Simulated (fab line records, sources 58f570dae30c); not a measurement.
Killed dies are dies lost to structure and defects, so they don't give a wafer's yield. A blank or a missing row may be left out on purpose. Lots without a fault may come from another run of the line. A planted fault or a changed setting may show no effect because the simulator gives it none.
A sampling plan put to the test | flow berkeley_cmos170 | one fab line, 34 faults that these records tell of, each judged on the records of the lots that it struck
The plan is the line's own looks: the steps of the route at which a gauge or an inspection reads the wafer and doesn't change it. A look can be judged if struck wafers have a number there and the file gives its usual mean and standard deviation on fault-free wafers. Caught: at a look after the fault's first step, the mean of the struck wafers lies 4 or more of those standard deviations (sigma) from the usual mean. On the tool: the same test on the tool's own readings at the fault's steps. Another recipe on the struck wafers, or a record that is blank for them alone, also counts as caught.

THE FAULTS, as the simulator had put them in
1. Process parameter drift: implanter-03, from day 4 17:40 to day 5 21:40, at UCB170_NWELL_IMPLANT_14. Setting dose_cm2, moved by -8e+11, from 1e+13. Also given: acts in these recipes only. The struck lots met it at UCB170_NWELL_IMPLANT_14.
2. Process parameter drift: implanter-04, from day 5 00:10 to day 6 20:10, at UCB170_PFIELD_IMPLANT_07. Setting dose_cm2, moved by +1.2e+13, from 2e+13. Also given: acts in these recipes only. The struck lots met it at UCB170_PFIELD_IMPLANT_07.
3. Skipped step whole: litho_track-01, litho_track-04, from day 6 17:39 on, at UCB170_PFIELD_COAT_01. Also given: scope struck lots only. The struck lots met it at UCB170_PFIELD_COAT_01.
4. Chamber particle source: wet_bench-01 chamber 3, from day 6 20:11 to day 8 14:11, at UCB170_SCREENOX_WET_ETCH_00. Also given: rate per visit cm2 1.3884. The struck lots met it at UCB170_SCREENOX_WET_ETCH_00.
5. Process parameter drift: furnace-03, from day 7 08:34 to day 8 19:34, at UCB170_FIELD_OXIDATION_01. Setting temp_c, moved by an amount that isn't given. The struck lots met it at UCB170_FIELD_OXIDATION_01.
6. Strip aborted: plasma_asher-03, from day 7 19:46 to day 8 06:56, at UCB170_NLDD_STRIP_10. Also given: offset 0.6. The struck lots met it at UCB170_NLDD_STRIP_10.
7. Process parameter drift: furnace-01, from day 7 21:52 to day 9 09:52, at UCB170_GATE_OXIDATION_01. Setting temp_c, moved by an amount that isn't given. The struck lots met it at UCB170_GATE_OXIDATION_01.
8. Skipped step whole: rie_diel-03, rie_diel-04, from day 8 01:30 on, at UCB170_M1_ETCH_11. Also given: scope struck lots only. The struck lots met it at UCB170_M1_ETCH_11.
9. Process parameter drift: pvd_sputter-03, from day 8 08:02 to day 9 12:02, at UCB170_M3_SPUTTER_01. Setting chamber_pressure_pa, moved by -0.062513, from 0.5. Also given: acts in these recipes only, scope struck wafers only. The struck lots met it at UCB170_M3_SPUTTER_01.
10. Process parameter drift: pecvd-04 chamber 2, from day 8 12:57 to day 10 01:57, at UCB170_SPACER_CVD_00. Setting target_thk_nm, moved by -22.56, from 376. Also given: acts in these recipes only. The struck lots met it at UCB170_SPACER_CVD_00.
11. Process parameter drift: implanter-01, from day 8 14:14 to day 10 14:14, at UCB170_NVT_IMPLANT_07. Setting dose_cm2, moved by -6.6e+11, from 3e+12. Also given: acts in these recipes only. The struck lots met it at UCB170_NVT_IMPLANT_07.
12. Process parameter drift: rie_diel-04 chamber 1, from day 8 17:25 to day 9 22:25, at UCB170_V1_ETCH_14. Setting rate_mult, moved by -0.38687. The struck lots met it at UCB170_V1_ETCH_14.
13. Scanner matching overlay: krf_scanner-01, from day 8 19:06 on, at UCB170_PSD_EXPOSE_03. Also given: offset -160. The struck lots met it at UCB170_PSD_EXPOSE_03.
14. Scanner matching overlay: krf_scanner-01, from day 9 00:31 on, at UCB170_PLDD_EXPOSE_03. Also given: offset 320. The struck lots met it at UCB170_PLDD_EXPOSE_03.
15. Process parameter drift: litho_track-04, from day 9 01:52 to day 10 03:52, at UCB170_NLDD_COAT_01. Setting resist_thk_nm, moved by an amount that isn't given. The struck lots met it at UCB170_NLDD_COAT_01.
16. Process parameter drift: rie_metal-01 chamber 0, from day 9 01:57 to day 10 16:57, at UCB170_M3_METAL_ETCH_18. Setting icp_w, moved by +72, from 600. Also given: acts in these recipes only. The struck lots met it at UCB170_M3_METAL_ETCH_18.
17. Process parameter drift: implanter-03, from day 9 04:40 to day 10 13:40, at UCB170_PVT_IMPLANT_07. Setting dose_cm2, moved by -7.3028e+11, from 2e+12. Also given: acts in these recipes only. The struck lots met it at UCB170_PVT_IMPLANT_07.
18. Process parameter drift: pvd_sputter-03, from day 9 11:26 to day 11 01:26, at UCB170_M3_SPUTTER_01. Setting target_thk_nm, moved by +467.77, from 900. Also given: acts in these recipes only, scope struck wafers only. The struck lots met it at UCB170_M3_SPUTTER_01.
19. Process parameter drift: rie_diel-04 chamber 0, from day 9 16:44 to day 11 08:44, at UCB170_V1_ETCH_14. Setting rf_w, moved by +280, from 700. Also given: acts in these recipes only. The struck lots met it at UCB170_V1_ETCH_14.
20. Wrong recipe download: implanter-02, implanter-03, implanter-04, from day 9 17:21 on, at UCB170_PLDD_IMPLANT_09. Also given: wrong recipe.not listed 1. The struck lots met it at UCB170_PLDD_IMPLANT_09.
21. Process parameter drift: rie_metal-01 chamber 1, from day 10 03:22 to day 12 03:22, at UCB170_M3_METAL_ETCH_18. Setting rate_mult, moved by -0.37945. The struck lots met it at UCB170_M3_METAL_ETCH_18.
22. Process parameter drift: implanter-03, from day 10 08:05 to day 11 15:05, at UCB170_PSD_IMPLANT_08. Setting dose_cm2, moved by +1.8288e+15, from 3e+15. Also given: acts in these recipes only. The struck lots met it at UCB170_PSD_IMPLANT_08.
23. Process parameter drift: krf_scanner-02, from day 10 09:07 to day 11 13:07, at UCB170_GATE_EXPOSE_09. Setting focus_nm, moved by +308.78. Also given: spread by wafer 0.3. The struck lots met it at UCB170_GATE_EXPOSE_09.
24. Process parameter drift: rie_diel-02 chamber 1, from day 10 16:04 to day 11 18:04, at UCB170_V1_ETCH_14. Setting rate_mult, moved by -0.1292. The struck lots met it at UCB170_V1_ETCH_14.
25. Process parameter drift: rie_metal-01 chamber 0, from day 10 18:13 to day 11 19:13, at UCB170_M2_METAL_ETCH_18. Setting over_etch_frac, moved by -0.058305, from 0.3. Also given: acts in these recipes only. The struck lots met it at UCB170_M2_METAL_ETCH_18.
26. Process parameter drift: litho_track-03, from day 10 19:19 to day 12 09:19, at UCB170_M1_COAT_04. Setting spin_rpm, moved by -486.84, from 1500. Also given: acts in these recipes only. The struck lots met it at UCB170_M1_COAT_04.
27. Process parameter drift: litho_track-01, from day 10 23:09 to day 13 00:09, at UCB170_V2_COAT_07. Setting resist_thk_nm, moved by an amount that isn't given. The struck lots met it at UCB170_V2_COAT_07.
28. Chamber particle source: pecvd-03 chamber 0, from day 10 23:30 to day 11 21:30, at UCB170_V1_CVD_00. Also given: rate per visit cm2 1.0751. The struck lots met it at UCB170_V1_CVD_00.
29. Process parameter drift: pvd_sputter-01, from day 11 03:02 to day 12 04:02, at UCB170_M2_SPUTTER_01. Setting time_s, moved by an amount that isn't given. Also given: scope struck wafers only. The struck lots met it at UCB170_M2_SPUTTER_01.
30. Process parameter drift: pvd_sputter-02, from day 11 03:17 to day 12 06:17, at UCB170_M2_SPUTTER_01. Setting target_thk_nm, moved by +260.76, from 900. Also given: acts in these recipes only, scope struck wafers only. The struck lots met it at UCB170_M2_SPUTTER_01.
31. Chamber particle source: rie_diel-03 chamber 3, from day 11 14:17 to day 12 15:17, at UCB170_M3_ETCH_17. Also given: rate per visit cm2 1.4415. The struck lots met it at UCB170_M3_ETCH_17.
32. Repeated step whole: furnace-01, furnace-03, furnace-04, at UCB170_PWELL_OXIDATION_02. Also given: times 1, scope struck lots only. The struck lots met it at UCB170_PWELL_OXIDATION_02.
33. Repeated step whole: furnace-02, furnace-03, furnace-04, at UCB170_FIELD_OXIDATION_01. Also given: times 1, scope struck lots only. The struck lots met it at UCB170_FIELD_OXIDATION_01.
34. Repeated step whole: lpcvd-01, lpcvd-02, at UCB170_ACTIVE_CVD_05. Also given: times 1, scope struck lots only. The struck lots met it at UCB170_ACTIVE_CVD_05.

WHAT THE PLAN SAW
fault | on the tool itself                               | first look that catches it                      | reading, sigma                                               | median hours from its first step to that look | hours from the fault's start to the first struck lot there | judged looks passed uncaught
1     | dose_ions_cm2 -66 sigma                          | UCB170_NWELL_TW_MEAS_16                         | NWELL_TW -4.8                                                | 0.2                                           | 13                                                         | 0
2     | dose_ions_cm2 +99 or beyond sigma                | UCB170_PFIELD_TW_MEAS_09                        | PFIELD_TW +22                                                | 0.2                                           | 7                                                          | 0
3     | the tool's record is blank for the struck wafers | no look after it can be judged                  | -                                                            | -                                             | -                                                          | 0
4     | no reading that can be judged                    | none of the 2 looks that can be judged after it | -                                                            | -                                             | -                                                          | 2
5     | tube_center_temp_C +86 sigma                     | none of the 2 looks that can be judged after it | strongest: FIELD_OXIDE_THK at UCB170_FIELD_THK_MEAS_02, +2.5 | -                                             | -                                                          | 2
6     | oes_product_au +54 sigma                         | not the one look that can be judged after it    | -                                                            | -                                             | -                                                          | 1
7     | tube_center_temp_C -99 or beyond sigma           | UCB170_GATE_THK_MEAS_02                         | GATE_OXIDE_THK -14                                           | 1.5                                           | 14                                                         | 0
8     | the tool's record is blank for the struck wafers | no look after it can be judged                  | -                                                            | -                                             | -                                                          | 0
9     | chamber_pressure_pa -61 sigma                    | none of the 2 looks that can be judged after it | strongest: M3_AL_RS at UCB170_M3_RS_MEAS_02, -3.7            | -                                             | -                                                          | 2
10    | under 2 sigma                                    | UCB170_SPACER_THK_MEAS_01                       | SPACER_TEOS_THK -5.3                                         | 0.0                                           | 6                                                          | 0
11    | dose_ions_cm2 -99 or beyond sigma                | UCB170_NVT_TW_MEAS_09                           | NVT_TW -13                                                   | 0.2                                           | 5                                                          | 0
12    | oes_product_au -9.0 sigma                        | not the one look that can be judged after it    | strongest: cd_nm at UCB170_V1_CD_MEAS_90, -3.4               | -                                             | -                                                          | 1
13    | no reading that can be judged                    | UCB170_PSD_OVL_MEAS_07                          | PSD_OVL -28                                                  | 0.8                                           | 7                                                          | 0
14    | no reading that can be judged                    | UCB170_PLDD_OVL_MEAS_07                         | PLDD_OVL +67                                                 | 0.7                                           | 3                                                          | 0
15    | under 2 sigma                                    | UCB170_NLDD_CD_MEAS_06                          | cd_nm +6.0                                                   | 0.8                                           | 4                                                          | 0
16    | rf_fwd_power_W +40 sigma                         | no look after it can be judged                  | -                                                            | -                                             | -                                                          | 0
17    | dose_ions_cm2 -99 or beyond sigma                | UCB170_PVT_TW_MEAS_09                           | PVT_TW -20                                                   | 0.2                                           | 9                                                          | 0
18    | under 2 sigma                                    | UCB170_M3_RS_MEAS_02                            | M3_AL_RS -32                                                 | 0.1                                           | 3                                                          | 0
19    | rf_fwd_power_W +99 or beyond sigma               | not the one look that can be judged after it    | strongest: cd_nm at UCB170_V1_CD_MEAS_90, +2.6               | -                                             | -                                                          | 1
20    | no reading that can be judged                    | UCB170_PLDD_TW_MEAS_11                          | PLDD_TW -19                                                  | 0.2                                           | 0                                                          | 0
21    | oes_product_au -6.7 sigma                        | UCB170_M3_CD_MEAS_90                            | cd_nm +6.7                                                   | 0.3                                           | 10                                                         | 0
22    | dose_ions_cm2 +99 or beyond sigma                | UCB170_PSD_TW_MEAS_10                           | PSD_TW +21                                                   | 0.2                                           | 6                                                          | 0
23    | under 2 sigma                                    | UCB170_GATE_CD_MEAS_12                          | cd_nm -6.1                                                   | 0.6                                           | 7                                                          | 0
24    | under 2 sigma                                    | no look after it can be judged                  | -                                                            | -                                             | -                                                          | 0
25    | only faintly: oes_product_au +2.2 sigma          | not the one look that can be judged after it    | -                                                            | -                                             | -                                                          | 1
26    | spin_speed_rpm -99 or beyond sigma               | UCB170_M1_CD_MEAS_09                            | cd_nm +5.3                                                   | 1.4                                           | 5                                                          | 0
27    | under 2 sigma                                    | not the one look that can be judged after it    | -                                                            | -                                             | -                                                          | 1
28    | under 2 sigma                                    | none of the 2 looks that can be judged after it | -                                                            | -                                             | -                                                          | 2
29    | under 2 sigma                                    | UCB170_M2_RS_MEAS_02                            | M2_AL_RS +22                                                 | 0.1                                           | 4                                                          | 0
30    | under 2 sigma                                    | UCB170_M2_RS_MEAS_02                            | M2_AL_RS -23                                                 | 0.1                                           | 4                                                          | 0
31    | under 2 sigma                                    | not the one look that can be judged after it    | -                                                            | -                                             | -                                                          | 1
32    | no reading that can be judged                    | UCB170_PWELL_THK_MEAS_03                        | PWELL_OXIDE_THK +23                                          | 3.8                                           | -                                                          | 0
33    | under 2 sigma                                    | UCB170_FIELD_THK_MEAS_02                        | FIELD_OXIDE_THK +26                                          | 7.7                                           | -                                                          | 0
34    | under 2 sigma                                    | UCB170_ACTIVE_THK_MEAS_06                       | ACTIVE_NITRIDE_THK +99 or beyond                             | 5.5                                           | -                                                          | 0
A dash: the fault isn't caught, or these records don't give the number.

Caught at a look: 20 of 34. Caught on the tool: 16 of 34. By one or the other: 28 of 34.
Caught on the tool alone: faults 3, 5, 6, 8, 9, 12, 16, 19.
Caught at a look alone: faults 10, 13, 14, 15, 18, 20, 23, 29, 30, 32, 33, 34.
Caught by neither: faults 4, 24, 25, 27, 28, 31.

THINNER SAMPLING
If the look that catches a fault measured only every second or every third lot, by lot number, the first struck lot would be measured this late in the worst case:
fault | struck lots at that look, in order of time | every lot | every second lot | every third lot
1     | L783, L784                                 | 13 h      | 20 h             | may miss all 2
2     | L880, L882                                 | 7 h       | may miss all 2   | may miss all 2
7     | L123, L124                                 | 14 h      | 14 h             | may miss all 2
10    | L884, L886                                 | 6 h       | may miss all 2   | may miss all 2
11    | L595, L598                                 | 5 h       | 21 h             | may miss all 2
13    | L109, L110, L112, L113                     | 7 h       | 13 h             | may miss all 4
14    | L407, L411                                 | 3 h       | may miss all 2   | may miss all 2
15    | L785, L786                                 | 4 h       | 17 h             | may miss all 2
17    | L906, L907                                 | 9 h       | 28 h             | may miss all 2
18    | L783, L784                                 | 3 h       | 17 h             | may miss all 2
20    | L474, L475, L476, L477                     | 0 h       | 0 h              | 13 h
21    | L450, L452, L455                           | 10 h      | 38 h             | may miss all 3
22    | L422, L424                                 | 6 h       | may miss all 2   | may miss all 2
23    | L750, L749, L748                           | 7 h       | 8 h              | 8 h
26    | L675, L680                                 | 5 h       | 22 h             | may miss all 2
29    | L635, L639                                 | 4 h       | may miss all 2   | may miss all 2
30    | L869                                       | 4 h       | may miss it      | may miss it
Hours are from the fault's start to the first struck lot that is measured. The limit of 4 sigma was tested on all struck wafers together, so one lot alone may lie under it. Other struck lots may not be in these records.

THE LONGEST TIMED WAY FROM STEP TO LOOK
Fault 33: a median of 7.7 hours passes between UCB170_FIELD_OXIDATION_01 and UCB170_FIELD_THK_MEAS_02. No look between them can be judged.
